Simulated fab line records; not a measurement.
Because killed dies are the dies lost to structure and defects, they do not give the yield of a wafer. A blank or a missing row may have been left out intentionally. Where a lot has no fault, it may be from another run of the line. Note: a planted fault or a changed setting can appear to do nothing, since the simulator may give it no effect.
Split-lot study -- flow rit-cmos -- 5 lots, 23 wafers read, on a route of 202 steps

## THE SPLIT ITSELF
At RIT_PWELL_IMPLANT_08, the setting dose-cm2 was moved away from the recipe's 7e+13 on 9 of the 23 wafers read, by -4.5% to +6.5%. This setting was run at the recipe's value on the other wafers.

## FROM THE SPLIT TO THE READING: what the file shows between them, 3 steps
- RIT_PWELL_STRIP_09: strips in O2, time 180 s
- RIT_PWELL_TW_MEAS_10
- RIT_WELLDRIVE_ANNEAL_00: time 14700 s

## THE READING
PWELL_RS (ohm/sq), read at RIT_WELLDRIVE_RS_MEAS_02 with a four-point probe. A value of 429.5 ohm/sq with a standard deviation of 1.3 ohm/sq is what fault-free wafers of this fab line usually give.

wafer,"tool, chamber at the split",dose-cm2 as run,against the recipe,"PWELL_RS, ohm/sq",against lot-mates on the recipe
L076.1,"implanter-01, 0",6.686e+13,-4.5%,443.2,+13.3
L076.2,"implanter-01, 0",7e+13,recipe,429.0,-
L076.3,"implanter-01, 0",7e+13,recipe,430.8,-
L076.4,"implanter-01, 0",6.686e+13,-4.5%,441.4,+11.5
L076.5,"implanter-01, 0",6.686e+13,-4.5%,442.6,+12.7
L077.1,"implanter-04, 0",7.253e+13,+3.6%,418.6,-9.7
L077.3,"implanter-04, 0",7.253e+13,+3.6%,419.7,-8.6
L077.4,"implanter-04, 0",7e+13,recipe,427.9,-
L077.5,"implanter-04, 0",7e+13,recipe,428.8,-
L077.6,"implanter-04, 0",7e+13,recipe,428.3,-
L078.1,"implanter-02, 0",7e+13,recipe,431.0,-
L078.2,"implanter-02, 0",7.455e+13,+6.5%,413.9,-17.2
L078.3,"implanter-02, 0",7e+13,recipe,429.9,-
L078.4,"implanter-02, 0",7.455e+13,+6.5%,413.2,-17.9
L078.5,"implanter-02, 0",7e+13,recipe,432.3,-
L079.1,"implanter-02, 0",7e+13,recipe,428.4,-
L079.5,"implanter-02, 0",7e+13,recipe,427.7,-
L079.6,"implanter-02, 0",7e+13,recipe,428.4,-
L082.1,"implanter-04, 0",7.381e+13,+5.4%,413.3,-14.8
L082.2,"implanter-04, 0",7e+13,recipe,428.6,-
L082.3,"implanter-04, 0",7e+13,recipe,427.5,-
L082.4,"implanter-04, 0",7e+13,recipe,428.3,-
L082.6,"implanter-04, 0",7.381e+13,+5.4%,415.0,-13.1

THE FIT
A straight line over all 23 wafers: PWELL_RS changes by -2.69 ohm/sq for each +1% of dose-cm2; r = -0.99; the points scatter about the line by 1.4 ohm/sq.
The same after taking each lot's own level away (the mean of its wafers on the recipe; 23 wafers): -2.68 ohm/sq for each +1%; r = -1.00; scatter 0.73 ohm/sq.
On that fit, the largest move of dose-cm2 shifts the reading by 17 ohm/sq.
Measured against the standard deviation above, the lots' own levels, which go from 428.13 to 431.07 ohm/sq, span 2.3 times it.
The two slopes are in agreement: the lot-to-lot level therefore moves the slope only a little.
Check: for one of the wafers moved furthest among these (+6.5%), held out of the fit, the line's prediction against its lot-mates is -17.3 ohm/sq. Against them it came out at -17.2 ohm/sq.

## OTHER SPLITS APPLIED TO THESE WAFERS
Other splits were also applied to these wafers ahead of the reading. Each is held against what the fit with the lots' levels taken away leaves over:
other split on the same wafers,wafers away from the commonest value,r with PWELL_RS (lot level and that fit taken away)
RIT_ACTIVE_OXIDATION_01 temp-c,15,+0.08
RIT_ACTIVE_COAT_06 resist-thk-nm,6,-0.10
RIT_FOX2_OXIDATION_00 temp-c,18,+0.11

## THE WHOLE CHAIN: every reading that the file lists as answering this split, in the file's order
step,what it does,reading,change (the file's fit),r (the file's)
RIT_PWELL_TW_MEAS_10,,PWELL_TW,+3.15 for each +1% of the setting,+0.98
RIT_WELLDRIVE_RS_MEAS_02,measures by four-point-probe,PWELL_RS,-2.66 for each +1% of the setting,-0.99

## FILE'S OWN FIT
PWELL_RS changes by -2.66 ohm/sq for each +1% of dose-cm2, r = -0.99.
